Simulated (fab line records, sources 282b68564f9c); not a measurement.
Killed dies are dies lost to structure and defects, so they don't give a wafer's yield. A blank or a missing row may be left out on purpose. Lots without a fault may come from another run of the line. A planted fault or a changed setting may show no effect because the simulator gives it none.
Which tool did it? | flow rit_cmos | 14 lots, 42 wafers sampled, at 4 steps of a route of 202

WHAT THE GAUGES READ, wafer by wafer
RIT_SDANNEAL_RS_MEAS_06: measures by four-point-probe.
lot  | measured    | on            | PLDD_RS (ohm/sq)
L125 | day 3 01:07 | film_metro-04 | 179.1 178.8 179.2
L126 | day 3 07:18 | film_metro-04 | 179.2 179.3 179.0
L127 | day 3 12:11 | film_metro-02 | 179.4 178.9 178.8
L128 | day 3 18:05 | film_metro-04 | 178.5 178.5 178.6
L129 | day 3 22:00 | film_metro-01 | 179.4 179.2 179.7
L130 | day 4 02:13 | film_metro-04 | 178.7 178.8 178.6
L132 | day 4 12:54 | film_metro-04 | 179.3 178.7 179.1
L134 | day 4 22:35 | film_metro-01 | 179.4 179.1 178.9
L135 | day 5 03:17 | film_metro-04 | 179.5 179.2 179.3
L136 | day 5 07:43 | film_metro-02 | 179.1 178.7 178.8
L140 | day 6 05:07 | film_metro-01 | 178.7 179.4 178.9
L143 | day 6 19:40 | film_metro-01 | 178.7 178.5 179.1
L144 | day 7 01:24 | film_metro-02 | 178.4 179.3 179.0
L148 | day 7 19:48 | film_metro-02 | 178.5 178.7 178.9

WHICH TOOL RAN EACH LOT (tool, then ch and the chambers of the sampled wafers, then the start)
lot  | RIT_ACTIVE_STRIP_14                 | RIT_NWELL_COAT_01                | RIT_NRETRO_STRIP_09
L125 | plasma_asher-03 ch 0,1, day 1 14:54 | litho_track-02 ch 0, day 1 19:31 | plasma_asher-03 ch 0,1, day 2 05:14
L126 | plasma_asher-02 ch 0,1, day 1 19:54 | litho_track-02 ch 0, day 2 01:40 | plasma_asher-03 ch 0,1, day 2 11:43
L127 | plasma_asher-02 ch 0,1, day 2 01:19 | litho_track-03 ch 0, day 2 05:58 | plasma_asher-01 ch 0,1, day 2 15:56
L128 | plasma_asher-03 ch 0,1, day 2 06:40 | litho_track-01 ch 0, day 2 12:27 | plasma_asher-03 ch 0,1, day 2 22:18
L129 | plasma_asher-02 ch 0,1, day 2 11:33 | litho_track-02 ch 0, day 2 16:10 | plasma_asher-03 ch 1, day 3 01:55
L130 | plasma_asher-04 ch 0,1, day 2 16:16 | litho_track-03 ch 0, day 2 20:56 | plasma_asher-03 ch 1, day 3 06:52
L132 | plasma_asher-02 ch 0,1, day 3 01:58 | litho_track-03 ch 0, day 3 07:26 | plasma_asher-03 ch 0,1, day 3 17:16
L134 | plasma_asher-04 ch 0,1, day 3 11:58 | litho_track-02 ch 0, day 3 16:50 | plasma_asher-03 ch 0,1, day 4 03:05
L135 | plasma_asher-02 ch 0,1, day 3 16:50 | litho_track-03 ch 0, day 3 21:26 | plasma_asher-01 ch 0,1, day 4 08:08
L136 | plasma_asher-03 ch 0,1, day 3 21:50 | litho_track-03 ch 0, day 4 02:29 | plasma_asher-03 ch 0,1, day 4 12:24
L140 | plasma_asher-04 ch 0,1, day 4 17:52 | litho_track-02 ch 0, day 4 22:29 | plasma_asher-01 ch 0,1, day 5 08:17
L143 | plasma_asher-02 ch 0,1, day 5 08:54 | litho_track-02 ch 0, day 5 14:26 | plasma_asher-01 ch 0,1, day 6 00:35
L144 | plasma_asher-04 ch 0,1, day 5 13:50 | litho_track-01 ch 0, day 5 18:58 | plasma_asher-04 ch 0,1, day 6 04:59
L148 | plasma_asher-02 ch 0,1, day 6 09:58 | litho_track-02 ch 0, day 6 14:35 | plasma_asher-01 ch 0,1, day 7 00:19
- RIT_ACTIVE_STRIP_14: strips in O2, time 180 s.
- RIT_NWELL_COAT_01: resist thk 1300 nm.
- RIT_NRETRO_STRIP_09: strips in O2, time 180 s.

WHAT THE TOOLS THEMSELVES READ (means of the sampled wafers that have a number; where no wafer has one, the mark that the record gives instead)
RIT_ACTIVE_STRIP_14.
lot  | tool            | chamber_pressure_mTorr (mTorr) | drypump_motor_current_A (A)
L125 | plasma_asher-03 | 4000                           | 5.6
L126 | plasma_asher-02 | 4002                           | 5.7
L127 | plasma_asher-02 | 3999                           | 5.7
L128 | plasma_asher-03 | 4000                           | 5.6
L129 | plasma_asher-02 | 4001                           | 6.2
L130 | plasma_asher-04 | 3999                           | 5.4
L132 | plasma_asher-02 | 3999                           | 6.2
L134 | plasma_asher-04 | 4000                           | 5.4
L135 | plasma_asher-02 | 3999                           | 6.2
L136 | plasma_asher-03 | 3997                           | 5.7
L140 | plasma_asher-04 | 4004                           | 5.0
L143 | plasma_asher-02 | 4002                           | 6.2
L144 | plasma_asher-04 | 4001                           | 5.4
L148 | plasma_asher-02 | 3999                           | 5.7

RIT_NWELL_COAT_01.
lot  | tool           | spin_speed_rpm (rpm)
L125 | litho_track-02 | 1999.6
L126 | litho_track-02 | 2000.3
L127 | litho_track-03 | 1999.9
L128 | litho_track-01 | 1998.1
L129 | litho_track-02 | 1999.3
L130 | litho_track-03 | 1999.0
L132 | litho_track-03 | 2000.1
L134 | litho_track-02 | 1999.1
L135 | litho_track-03 | 1487.5
L136 | litho_track-03 | 1488.4
L140 | litho_track-02 | 1998.7
L143 | litho_track-02 | 1999.8
L144 | litho_track-01 | 2000.5
L148 | litho_track-02 | 1998.5

RIT_NRETRO_STRIP_09.
lot  | tool            | chamber_pressure_mTorr (mTorr) | drypump_motor_current_A (A)
L125 | plasma_asher-03 | 3997                           | 5.63
L126 | plasma_asher-03 | 3998                           | 5.63
L127 | plasma_asher-01 | 4001                           | 5.26
L128 | plasma_asher-03 | 3999                           | 5.64
L129 | plasma_asher-03 | 4004                           | 5.63
L130 | plasma_asher-03 | 4003                           | 5.60
L132 | plasma_asher-03 | 3998                           | 5.63
L134 | plasma_asher-03 | 4002                           | 5.65
L135 | plasma_asher-01 | 4003                           | 5.26
L136 | plasma_asher-03 | 4000                           | 5.65
L140 | plasma_asher-01 | 4002                           | 5.30
L143 | plasma_asher-01 | 4003                           | 5.30
L144 | plasma_asher-04 | 4003                           | 5.04
L148 | plasma_asher-01 | 4003                           | 5.26

THE ANSWER, worked out from the rows above alone
Rule: what is usual is taken from the lots themselves. Put in order of their means at a reading, lots are off if they are a third of the lots or fewer, leave a main group of 4 or more, and stand apart from it by a gap of 3 or more times the standard deviation of the main group's means; of several such gaps the widest counts. A main group whose means are all the same, to the digits that the tables above print for the reading, isn't used. A lot without any number at a reading at which 4 lots or more have one is off too. The other lots that the step has rows for count as sound. The gauges are gone through in route order, then the tools' own readings, and for those a lot's mean is taken as printed above. The first step at which some lot is off is used, and at that step the reading that is off furthest; a lot without a number counts as furthest.
Off: L135, L136, at RIT_NWELL_COAT_01 (spin_speed_rpm). The main group: mean 1999.4 rpm, standard deviation 0.72.
A tool fits if, at that step or a process step before it, it ran every lot that is off, and no sound lot after the first of them. One fits: litho_track-03 at RIT_NWELL_COAT_01. Its last sound lot is L132 (day 3 07:26), its first lot that is off L135 (day 3 21:26): a fault that began between those two fits.
The tool's own readings at RIT_NWELL_COAT_01 bear it out: on the lots that are off they differ by more than 5 times the standard deviation of the sound lots' means. spin_speed_rpm reads 1488.0 rpm there against 1999.4 rpm on the sound lots.

WHAT THE SIMULATOR HAD PUT IN
Process parameter drift: litho_track-03, from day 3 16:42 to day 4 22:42, at RIT_NWELL_COAT_01. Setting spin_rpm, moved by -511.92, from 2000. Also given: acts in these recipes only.
Lots struck among those shown: L135, L136. The rule above found the same.
